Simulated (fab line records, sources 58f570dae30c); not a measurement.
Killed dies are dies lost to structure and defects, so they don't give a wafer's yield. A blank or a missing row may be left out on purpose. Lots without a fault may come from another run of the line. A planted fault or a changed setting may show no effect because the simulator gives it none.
Split-lot experiment | flow berkeley_cmos170 | 5 lots, 23 wafers read, on a route of 331 steps

THE SPLIT
At UCB170_M1_SPUTTER_00 (material Al, target thk 600 nm, time 80 s), the setting time_s was moved away from the recipe's 80 s on 6 of the 23 wafers read, by -12.8% to +7.4%. The other wafers ran this setting at the recipe's value.

FROM THE SPLIT TO THE READING: what the file shows between them, 1 step
- UCB170_M1_RS_MEAS_01: measures by four-point-probe

THE READING
M1_AL_THK, in nm, at UCB170_M1_THK_MEAS_02 (measures by xrf). Fault-free wafers of this fab line usually give 593 nm, standard deviation 9.8 nm.

wafer  | tool, chamber at the split | time_s as run, s | against the recipe | M1_AL_THK, nm | against lot-mates on the recipe
L076.1 | pvd_sputter-04, -          | 80               | recipe             | 584           | -
L076.2 | pvd_sputter-04, -          | 69.74            | -12.8%             | 508           | -80
L076.3 | pvd_sputter-04, -          | 80               | recipe             | 589           | -
L076.5 | pvd_sputter-04, -          | 80               | recipe             | 590           | -
L076.6 | pvd_sputter-04, -          | 69.74            | -12.8%             | 505           | -83
L080.1 | pvd_sputter-03, -          | 85.89            | +7.4%              | 645           | +48
L080.2 | pvd_sputter-03, -          | 80               | recipe             | 592           | -
L080.3 | pvd_sputter-03, -          | 80               | recipe             | 604           | -
L080.4 | pvd_sputter-03, -          | 85.89            | +7.4%              | 631           | +34
L080.6 | pvd_sputter-03, -          | 80               | recipe             | 594           | -
L081.2 | pvd_sputter-03, -          | 80               | recipe             | 603           | -
L081.3 | pvd_sputter-03, -          | 80               | recipe             | 601           | -
L081.4 | pvd_sputter-03, -          | 80               | recipe             | 601           | -
L081.5 | pvd_sputter-03, -          | 80               | recipe             | 592           | -
L081.6 | pvd_sputter-03, -          | 80               | recipe             | 599           | -
L082.1 | pvd_sputter-02, -          | 80               | recipe             | 601           | -
L082.4 | pvd_sputter-02, -          | 80               | recipe             | 603           | -
L082.6 | pvd_sputter-02, -          | 80               | recipe             | 609           | -
L083.1 | pvd_sputter-04, -          | 80               | recipe             | 579           | -
L083.2 | pvd_sputter-04, -          | 83.69            | +4.6%              | 620           | +29
L083.4 | pvd_sputter-04, -          | 80               | recipe             | 597           | -
L083.5 | pvd_sputter-04, -          | 83.69            | +4.6%              | 611           | +20
L083.6 | pvd_sputter-04, -          | 80               | recipe             | 597           | -

THE FIT
A straight line over all 23 wafers: M1_AL_THK changes by +6.44 nm for each +1% of time_s; r = +0.97; the points scatter about the line by 8.2 nm.
The same after taking each lot's own level away (the mean of its wafers on the recipe; 23 wafers): +6.07 nm for each +1%; r = +0.98; scatter 5.4 nm.
On that fit, the largest move of time_s shifts the reading by 78 nm.
The lots' own levels span 587.7 to 604.3 nm, that is 1.7 times the standard deviation above.
So the lot-to-lot level changes the slope little: the two slopes agree.
Check: with one of the wafers moved furthest among these (-12.8%) left out of the fit, the line predicts -78.2 nm for it against its lot-mates. It came out at -79.7 nm against them.

OTHER SPLITS ON THESE WAFERS
These wafers also went through other splits before the reading. Each is held against what the fit with the lots' levels taken away leaves over:
other split on the same wafers   | wafers away from the commonest value | r with M1_AL_THK (lot level and that fit taken away)
UCB170_SPACER_CVD_00 time_s      | 11                                   | +0.21
UCB170_PSD_EXPOSE_03 dose_mj     | 8                                    | +0.03
UCB170_NSD_EXPOSE_03 dose_mj     | 8                                    | +0.11
UCB170_CONTACT_EXPOSE_12 dose_mj | 10                                   | -0.01

THE WHOLE CHAIN: every reading that the file lists as answering this split, in the file's order
step                  | what it does                              | reading                                                                     | change (the file's fit)               | r (the file's)
UCB170_M1_SPUTTER_00  | material Al, target thk 600 nm, time 80 s | Al_of_M1_SPUTTER_00.thk_nm (the simulator's own value, which no gauge read) | +6.19 nm for each +1% of the setting  | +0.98
UCB170_M1_RS_MEAS_01  | measures by four-point-probe              | M1_AL_RS                                                                    | -0.000572 for each +1% of the setting | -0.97
UCB170_M1_THK_MEAS_02 | measures by xrf                           | M1_AL_THK                                                                   | +6.1 for each +1% of the setting      | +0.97

THE FILE'S OWN FIT
M1_AL_THK changes by +6.1 nm for each +1% of time_s, r = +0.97.
